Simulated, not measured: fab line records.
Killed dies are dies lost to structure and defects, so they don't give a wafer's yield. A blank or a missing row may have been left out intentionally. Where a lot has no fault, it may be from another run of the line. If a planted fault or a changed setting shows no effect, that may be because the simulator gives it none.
Struck lot and sound lot, side by side + flow ritCmos + 26 steps out of a route of 202
Sound: these wafers, L377.3, L377.4, L377.6. Wafers L379.1, L379.2, L379.3 were the ones struck. The cause comes at the end.
For every step that has rows: the tool of each side, followed by ch and its chambers, followed by its first start. Under that, the readings that differ: sound wafers + struck wafers + difference of the means + sigmas: that difference in standard deviations of wafers without a fault.
alike: a reading whose means differ by less than 2 such deviations, as well as words and numbers matching on both sides. not compared: withheld readings; readings where some wafer has no value; bounds like >300 that might hide an equal value; numbers whose values overlap and for which the record gives no deviation.
Wherever a step has rows on one side only, a row that says differs or no value, or a row with sigmas, the two part there. Numbers that don't overlap but have no deviation are shown without sigmas and don't part them. Lack of a reading on every wafer of one side parts them only where that side has two or more wafers.

first, 2 steps without rows for these wafers: RIT_FOX2_CLEAN_02 (cleans in dHF, time 180 s); RIT_FOX2_WET_ETCH_03 (etches Si3N4 in H3PO4, target depth 195 nm, time 2700 s).
RIT_FOX2_THK_MEAS_90:
  sound on filmMetro-01 at day 2 20:20; struck on filmMetro-03 at day 3 06:53
  alike: FIELD_OXIDE_LEFT_1_THK
then, 6 steps without rows for these wafers: RIT_NWELL_HMDS_00 (prime time 60 s); RIT_NWELL_COAT_01 (resist thk 1300 nm); RIT_NWELL_SOFTBAKE_02 (time 60 s); RIT_NWELL_EXPOSE_03 (exposes mask M2, target cd 43900 nm); RIT_NWELL_PEB_04; RIT_NWELL_DEVELOP_05 (develop time 68 s).
RIT_NWELL_OVL_MEAS_06:
  sound on overlay-01 at day 2 21:24; struck on overlay-02 at day 3 07:57
  alike: NWELL_OVL
then, 2 steps without rows for these wafers: RIT_NWELL_HARDBAKE_07 (time 120 s); RIT_NWELL_IMPLANT_08.
RIT_NWELL_STRIP_09: strips in O2, time 180 s.
  sound on plasmaAsher-04 ch 0,1, day 2 21:53; struck on plasmaAsher-01 ch 0,1, day 3 08:23
  no value came back on the struck wafers for chamberPressureMTorr (mTorr), drypumpMotorCurrentA (A), timeS (s); on the sound wafers chamberPressureMTorr (mTorr) reads 3995 3999 3992
| reading                                   | sound | struck         | difference | sigmas |
|-------------------------------------------|-------|----------------|------------|--------|
| model.NOVOLAK_of_NWELL_COAT_01.thkNm (nm) | 0 0 0 | 1135 1138 1132 | +1135      |        |
  not compared: rfHoursCounterH
RIT_NWELL_TW_MEAS_10:
  sound on filmMetro-01 at day 2 22:01; struck on filmMetro-04 at day 3 08:34
  alike: NWELL_TW
then, 6 steps without rows for these wafers: RIT_PWELL_HMDS_00 (prime time 60 s); RIT_PWELL_COAT_01 (resist thk 1300 nm); RIT_PWELL_SOFTBAKE_02 (time 60 s); RIT_PWELL_EXPOSE_03 (exposes mask M3, target cd 43700 nm); RIT_PWELL_PEB_04; RIT_PWELL_DEVELOP_05 (develop time 68 s).
RIT_PWELL_OVL_MEAS_06:
  sound on overlay-01 at day 2 23:05; struck on overlay-02 at day 3 09:38
  alike: PWELL_OVL
then, 2 steps without rows for these wafers: RIT_PWELL_HARDBAKE_07 (time 120 s); RIT_PWELL_IMPLANT_08.
RIT_PWELL_STRIP_09: strips in O2, time 180 s.
  sound on plasmaAsher-02 ch 0,1, day 2 23:34; struck on plasmaAsher-02 ch 0,1, day 3 10:04
  alike: chamberPressureMTorr, drypumpMotorCurrentA
  not compared: rfHoursCounterH
RIT_PWELL_TW_MEAS_10:
  sound on filmMetro-04 at day 2 23:43; struck on filmMetro-04 at day 3 10:14
| reading  | sound       | struck   | difference | sigmas      |
|----------|-------------|----------|------------|-------------|
| PWELL_TW | 961 961 961 | 30 30 30 | -931       | -99 or more |
then, 1 step without rows for these wafers: RIT_WELLDRIVE_ANNEAL_00 (time 14700 s).

WHERE THEY PART
First at RIT_NWELL_STRIP_09; last, within this record, at RIT_PWELL_TW_MEAS_10.

WHY: what the simulator had put in
Entire step skipped (plasmaAsher-01, RIT_NWELL_STRIP_09), from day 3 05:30 onward. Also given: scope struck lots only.
